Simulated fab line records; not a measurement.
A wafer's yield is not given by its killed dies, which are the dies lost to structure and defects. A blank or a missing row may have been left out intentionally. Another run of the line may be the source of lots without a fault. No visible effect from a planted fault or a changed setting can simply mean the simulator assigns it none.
Commonality check across tools + flow rit-cmos + 14 lots, 42 wafers sampled

## WHAT PROMPTED THE OPENING
Of 14 lots, 2 have the reading PSD_RS flagged at RIT_SDANNEAL_RS_MEAS_04. Wafers without a fault read 115.8 ohm/sq, standard deviation 0.34.
Rule: a lot is flagged in two cases, either no wafer of it has a number, or all its wafers with numbers fall more than 4 standard deviations from that mean. The other lots count as sound.

| lot  | measured    | on            | PSD_RS (ohm/sq), wafer by wafer | flag    |
|------|-------------|---------------|---------------------------------|---------|
| L884 | day 3 18:40 | film-metro-04 | 115.2 115.3 115.2               |         |
| L885 | day 4 02:26 | film-metro-02 | 116.1 115.7 116.1               |         |
| L886 | day 4 06:01 | film-metro-01 | 116.2 115.9 116.0               |         |
| L887 | day 4 06:26 | film-metro-02 | 116.2 116.1 115.9               |         |
| L888 | day 4 18:49 | film-metro-01 | 115.9 115.8 115.8               |         |
| L890 | day 4 22:42 | film-metro-02 | 116.4 116.5 116.1               |         |
| L892 | day 5 09:59 | film-metro-02 | 116.2 116.0 115.8               |         |
| L893 | day 5 12:56 | film-metro-04 | 115.7 115.9 115.8               |         |
| L894 | day 6 00:31 | film-metro-02 | 116.2 116.4 116.4               |         |
| L896 | day 6 16:16 | film-metro-04 | 115.7 115.1 115.5               |         |
| L898 | day 6 19:12 | film-metro-02 | 116.3 116.3 116.6               |         |
| L901 | day 7 06:49 | film-metro-01 | 115.9 116.0 116.1               |         |
| L904 | day 7 19:02 | film-metro-01 | 117.8 117.8 118.2               | FLAGGED |
| L905 | day 8 00:02 | film-metro-02 | 118.0 117.9 117.6               | FLAGGED |
Average over the flagged lots: 117.9 ohm/sq; offset from the usual +2.1 ohm/sq, equal to +6 standard deviations.

## WHICH TOOL EACH LOT WENT THROUGH
The record holds 1 process step before the reading, out of a route of 202 steps. Read each cell as the tool, then ch plus the chambers that the sampled wafers visited, then the start.
| lot  | flag    | RIT_PSD_IMPLANT_08             |
|------|---------|--------------------------------|
| L884 |         | implanter-03 ch 0, day 3 17:46 |
| L885 |         | implanter-01 ch 0, day 4 01:37 |
| L886 |         | implanter-02 ch 0, day 4 05:08 |
| L887 |         | implanter-03 ch 0, day 4 05:34 |
| L888 |         | implanter-01 ch 0, day 4 18:01 |
| L890 |         | implanter-03 ch 0, day 4 21:53 |
| L892 |         | implanter-03 ch 0, day 5 09:11 |
| L893 |         | implanter-03 ch 0, day 5 11:59 |
| L894 |         | implanter-03 ch 0, day 5 23:43 |
| L896 |         | implanter-01 ch 0, day 6 15:27 |
| L898 |         | implanter-01 ch 0, day 6 18:23 |
| L901 |         | implanter-02 ch 0, day 7 05:55 |
| L904 | FLAGGED | implanter-03 ch 0, day 7 18:11 |
| L905 | FLAGGED | implanter-03 ch 0, day 7 23:13 |
What the steps here do:
- RIT_PSD_IMPLANT_08
- RIT_SDANNEAL_RS_MEAS_04: measures by four-point-probe.

## FLAGGED AGAINST TOTAL, ONE TOOL AT A TIME (gauges that did the reading follow at the end)
| step                    | tool          | lots run | flagged | share of the flagged lots | sound lots run after its first flagged lot |
|-------------------------|---------------|----------|---------|---------------------------|--------------------------------------------|
| RIT_PSD_IMPLANT_08      | implanter-01  | 4        | 0       | none                      | -                                          |
| RIT_PSD_IMPLANT_08      | implanter-02  | 2        | 0       | none                      | -                                          |
| RIT_PSD_IMPLANT_08      | implanter-03  | 8        | 2       | all                       | 0                                          |
| RIT_SDANNEAL_RS_MEAS_04 | film-metro-01 | 4        | 1       | some                      | 0                                          |
| RIT_SDANNEAL_RS_MEAS_04 | film-metro-02 | 7        | 1       | some                      | 0                                          |
| RIT_SDANNEAL_RS_MEAS_04 | film-metro-04 | 3        | 0       | none                      | -                                          |

## WHAT IS ALLOWED BY THE TABLE
Rows of the table that ran each flagged lot: 1, that is implanter-03 at RIT_PSD_IMPLANT_08.
- implanter-03 at RIT_PSD_IMPLANT_08: 2 of its 8 lots flagged. Its last sound lot is L894 (day 5 23:43), its first flagged lot L904 (day 7 18:11): a fault that began between those two fits.
What remains is a single tool, implanter-03 at RIT_PSD_IMPLANT_08.

## WHAT WAS PUT IN BY THE SIMULATOR
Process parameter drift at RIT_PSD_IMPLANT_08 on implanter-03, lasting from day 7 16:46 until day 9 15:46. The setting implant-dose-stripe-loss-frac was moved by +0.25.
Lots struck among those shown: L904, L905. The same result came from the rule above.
